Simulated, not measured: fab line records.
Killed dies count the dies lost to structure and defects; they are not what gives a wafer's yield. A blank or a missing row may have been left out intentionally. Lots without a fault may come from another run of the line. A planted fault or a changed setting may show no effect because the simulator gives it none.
Comparing a struck lot with a sound one -- flow ritCmos -- 15 out of 202 route steps
Sound: wafers L961.3, L961.4, L961.6. Struck: wafers L955.2, L955.3, L955.5. At the end, the cause is stated.
Each step with rows lists, per side, the tool, then ch with its chambers, then its first start. Under that, the readings that differ: sound wafers -- struck wafers -- difference of the means -- sigmas: that difference in standard deviations of wafers without a fault.
alike: words and numbers the same on both sides, and readings whose means are apart by under 2 such deviations; not compared: readings that were withheld, readings missing a value for some wafer, numbers with overlapping values and no deviation given by the record, and bounds like >300 which may hide the same value.
A row with sigmas, a row that says differs or no value, or rows on one side alone: a step with any of these is where the two part. When numbers do not overlap yet have no deviation, they are printed without sigmas and do not part them. A reading missing from all wafers of one side parts the sides only when that side holds two or more wafers.

RIT_M1_RS_MEAS_01: uses a four-point probe to measure.
  sound on filmMetro-02 at day 6 19:03; struck on filmMetro-03 at day 5 08:02
  alike: M1_AL_RS
RIT_M1_THK_MEAS_02: measures by xrf.
  sound on filmMetro-02 at day 6 19:09; struck on filmMetro-03 at day 5 08:09
  alike: M1_AL_THK
then, 6 steps without rows for these wafers: RIT_M1_HMDS_03 (prime time 60 s); RIT_M1_COAT_04 (resist thk 1300 nm); RIT_M1_SOFTBAKE_05 (time 60 s); RIT_M1_EXPOSE_06 (exposes mask M12, target cd 2600 nm); RIT_M1_PEB_07; RIT_M1_DEVELOP_08 (develop time 68 s).
RIT_M1_CD_MEAS_09: target cd 2600 nm.
  sound on cdSem-02 at day 6 20:16; struck on cdSem-01 at day 5 09:07
  alike: cdNm
RIT_M1_OVL_MEAS_10:
  sound on overlay-02 at day 6 20:22; struck on overlay-01 at day 5 09:13
  alike: M1_OVL
then, 1 step without rows for these wafers: RIT_M1_HARDBAKE_11 (time 120 s).
RIT_M1_METAL_ETCH_12: etches Al in Cl2/BCl3, stops on SiO2, time 165 s, target depth 600 nm.
  sound on rieMetal-02 ch 0,1, day 6 20:41; struck on rieMetal-02 ch 0, day 5 09:30
  alike: drypumpMotorCurrentA, oesProductAu, throttleValvePct
  not compared: rfHoursCounterH
RIT_M1_STRIP_13: strips in nmp, time 600 s.
  sound on wetBench-03 ch 0, day 6 20:48; struck on wetBench-01 ch 2, day 5 09:40
reading,sound,struck,difference,sigmas
runLengthS (s),626 626 626,705 705 705,+79,+20
RIT_M1_STRIP_14: strips in O2, time 180 s.
  sound on plasmaAsher-01 ch 0,1, day 6 21:02; struck on plasmaAsher-03 ch 0,1, day 5 09:50
  alike: drypumpMotorCurrentA, rfReflPowerW, runLengthS
  not compared: rfHoursCounterH
RIT_M1_PROBE_99:
  sound on prober-02 at day 6 22:59; struck on prober-02 at day 5 11:58
  alike: defectLimitedYield, killedAtContacts, killedAtFrontEnd, killedDies, killedOnRim, killedOpen, killedShort, sort_bin_3_pad_short, sort_bin_5_function, sort_bin_6_memory, sortNPass, sortYieldPct

WHERE THEY PART
RIT_M1_STRIP_13 only, going by this record. Later steps at which nothing parts them and some readings are alike: RIT_M1_STRIP_14, RIT_M1_PROBE_99.

WHY: the cause the simulator had injected
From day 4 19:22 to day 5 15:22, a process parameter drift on wetBench-01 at RIT_M1_STRIP_13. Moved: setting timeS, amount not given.
